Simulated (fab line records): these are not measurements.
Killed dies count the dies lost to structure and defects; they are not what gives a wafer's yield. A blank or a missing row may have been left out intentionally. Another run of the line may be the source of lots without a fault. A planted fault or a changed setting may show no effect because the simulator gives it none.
Split-lot study | flow berkeleyCmos170 | 23 wafers read from 5 lots, route of 331 steps

== THE SPLIT ==
At UCB170_ACTIVE_OXIDATION_02 (target thk 26.4 nm, ox time 1260 s), the setting oxTimeS was moved away from the recipe's 1260 s on 20 of the 23 wafers read, by -4.9% to +12.4%. The other wafers ran this setting at the recipe's value.

The split's own step is where the reading is taken.

== THE READING ==
SiO2_of_ACTIVE_OXIDATION_02.thkNm (the simulator's own value, which no gauge read), in nm, at UCB170_ACTIVE_OXIDATION_02 (target thk 26.4 nm, ox time 1260 s). The file gives no usual value for it. The 3 wafers here that ran the recipe average 26.47 nm, standard deviation 0.18 nm.

wafer  | tool, chamber at the split | oxTimeS as run, s | against the recipe | SiO2_of_ACTIVE_OXIDATION_02.thkNm, nm | against lot-mates on the recipe
L074.1 | -, -                       | 1403              | +11.3%             | 27.01                                 | no lot-mate on the recipe
L074.3 | -, -                       | 1403              | +11.3%             | 26.9                                  | no lot-mate on the recipe
L074.4 | -, -                       | 1403              | +11.3%             | 27                                    | no lot-mate on the recipe
L074.5 | -, -                       | 1403              | +11.3%             | 27.42                                 | no lot-mate on the recipe
L074.6 | -, -                       | 1403              | +11.3%             | 27.09                                 | no lot-mate on the recipe
L077.1 | -, -                       | 1416              | +12.4%             | 28.86                                 | no lot-mate on the recipe
L077.2 | -, -                       | 1416              | +12.4%             | 29.02                                 | no lot-mate on the recipe
L077.3 | -, -                       | 1416              | +12.4%             | 28.85                                 | no lot-mate on the recipe
L077.4 | -, -                       | 1416              | +12.4%             | 28.83                                 | no lot-mate on the recipe
L077.6 | -, -                       | 1416              | +12.4%             | 28.9                                  | no lot-mate on the recipe
L080.1 | -, -                       | 1339              | +6.3%              | 26.65                                 | no lot-mate on the recipe
L080.3 | -, -                       | 1339              | +6.3%              | 27.33                                 | no lot-mate on the recipe
L080.4 | -, -                       | 1339              | +6.3%              | 26.99                                 | no lot-mate on the recipe
L080.5 | -, -                       | 1339              | +6.3%              | 27.38                                 | no lot-mate on the recipe
L080.6 | -, -                       | 1339              | +6.3%              | 27.24                                 | no lot-mate on the recipe
L083.1 | -, -                       | 1198              | -4.9%              | 24.97                                 | no lot-mate on the recipe
L083.4 | -, -                       | 1198              | -4.9%              | 24.97                                 | no lot-mate on the recipe
L083.3 | -, -                       | 1198              | -4.9%              | 25.22                                 | no lot-mate on the recipe
L083.5 | -, -                       | 1198              | -4.9%              | 25.61                                 | no lot-mate on the recipe
L083.6 | -, -                       | 1198              | -4.9%              | 25.55                                 | no lot-mate on the recipe
L085.2 | furnace-03, 0              | 1260              | recipe             | 26.56                                 | -
L085.3 | furnace-03, 0              | 1260              | recipe             | 26.22                                 | -
L085.5 | furnace-03, 0              | 1260              | recipe             | 26.63                                 | -

THE FIT
A straight line over all 23 wafers: SiO2_of_ACTIVE_OXIDATION_02.thkNm changes by +0.16 nm for each +1% of oxTimeS; r = +0.88; the points scatter about the line by 0.62 nm.
Too few moved wafers have a lot-mate on the recipe to fit a line with each lot's own level taken away.

== THE FILE'S OWN FIT ==
SiO2_of_ACTIVE_OXIDATION_02.thkNm changes by +0.16 nm for each +1% of oxTimeS, r = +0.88.
